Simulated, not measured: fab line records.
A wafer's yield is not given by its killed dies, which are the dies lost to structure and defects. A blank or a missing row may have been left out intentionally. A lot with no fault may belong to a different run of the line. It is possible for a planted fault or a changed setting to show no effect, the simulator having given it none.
Split-lot experiment | flow berkeleyCmos170 | 23 wafers read from 5 lots, route of 331 steps

## ON THE SPLIT
At UCB170_M1_COAT_04 (resist thk 900 nm), the setting resistThkNm was moved away from the recipe's 900 nm on 11 of the 23 wafers read, by -5.5% to +4.4%. This setting was run at the recipe's value on the other wafers.

The reading is taken at the split's own step.

## THE READING
KrF_of_M1_COAT_04.thkNm (the simulator's own value, which no gauge read), in nm, at UCB170_M1_COAT_04 (resist thk 900 nm). The file does not state a usual value for it. Here, 12 wafers ran the recipe; their average is 900.3 nm with a standard deviation of 2 nm.

wafer  | tool, chamber at the split | resistThkNm as run, nm | against the recipe | KrF_of_M1_COAT_04.thkNm, nm | against lot-mates on the recipe
L077.1 | lithoTrack-02, 0           | 939.7                  | +4.4%              | 940.8                       | +40.0
L077.2 | lithoTrack-02, 0           | 939.7                  | +4.4%              | 939.5                       | +38.7
L077.3 | lithoTrack-02, 0           | 900                    | recipe             | 900                         | -
L077.4 | lithoTrack-02, 0           | 900                    | recipe             | 901.6                       | -
L077.6 | lithoTrack-02, 0           | 939.7                  | +4.4%              | 942.3                       | +41.5
L076.2 | lithoTrack-01, 0           | 854.3                  | -5.1%              | 856.1                       | -45.9
L076.3 | lithoTrack-01, 0           | 854.3                  | -5.1%              | 858.8                       | -43.2
L076.4 | lithoTrack-01, 0           | 900                    | recipe             | 901.4                       | -
L076.5 | lithoTrack-01, 0           | 900                    | recipe             | 904                         | -
L076.6 | lithoTrack-01, 0           | 900                    | recipe             | 900.5                       | -
L080.3 | lithoTrack-02, 0           | 900                    | recipe             | 897                         | -
L080.4 | lithoTrack-02, 0           | 900                    | recipe             | 896.8                       | -
L080.5 | lithoTrack-02, 0           | 900                    | recipe             | 900.4                       | -
L079.1 | lithoTrack-02, 0           | 850.3                  | -5.5%              | 851.7                       | -47.2
L079.3 | lithoTrack-02, 0           | 850.3                  | -5.5%              | 851.3                       | -47.7
L079.4 | lithoTrack-02, 0           | 900                    | recipe             | 899.5                       | -
L079.5 | lithoTrack-02, 0           | 850.3                  | -5.5%              | 850.8                       | -48.2
L079.6 | lithoTrack-02, 0           | 900                    | recipe             | 898.4                       | -
L085.1 | lithoTrack-04, 0           | 900                    | recipe             | 902                         | -
L085.2 | lithoTrack-04, 0           | 929.8                  | +3.3%              | 931.5                       | +29.7
L085.4 | lithoTrack-04, 0           | 900                    | recipe             | 901.6                       | -
L085.5 | lithoTrack-04, 0           | 929.8                  | +3.3%              | 930.4                       | +28.6
L085.6 | lithoTrack-04, 0           | 929.8                  | +3.3%              | 929.7                       | +27.9

THE FIT
A straight line over all 23 wafers: KrF_of_M1_COAT_04.thkNm changes by +8.9 nm for each +1% of resistThkNm; r = +1.00; the points scatter about the line by 1.8 nm.
The same after taking each lot's own level away (the mean of its wafers on the recipe; 23 wafers): +8.79 nm for each +1%; r = +1.00; scatter 1.2 nm.
That fit puts the effect of the largest move of resistThkNm on the reading at 49 nm.
The span of the lots' own levels, 898.07 to 901.97 nm, comes to 1.9 times the standard deviation stated above.
The two slopes are in agreement: the lot-to-lot level therefore moves the slope only a little.
Check: for one of the wafers moved furthest among these (-5.5%), held out of the fit, the line's prediction against its lot-mates is -48.5 nm. Against them it came out at -47.2 nm.

## THESE WAFERS: OTHER SPLITS
Before the reading, these wafers also passed through other splits. Each is held against what the fit with the lots' levels taken away leaves over:
other split on the same wafers     | wafers away from the commonest value | r with KrF_of_M1_COAT_04.thkNm (lot level and that fit taken away)
UCB170_NSD_PEB_04 pebTempC         | 6                                    | -0.27
UCB170_SILICIDE_SPUTTER_01 powerW  | 6                                    | +0.07
UCB170_CONTACT_COAT_10 resistThkNm | 10                                   | +0.18
UCB170_CONTACT_EXPOSE_12 doseMj    | 8                                    | -0.01

## THE FILE'S OWN FIT
KrF_of_M1_COAT_04.thkNm changes by +8.78 nm for each +1% of resistThkNm, r = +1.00.
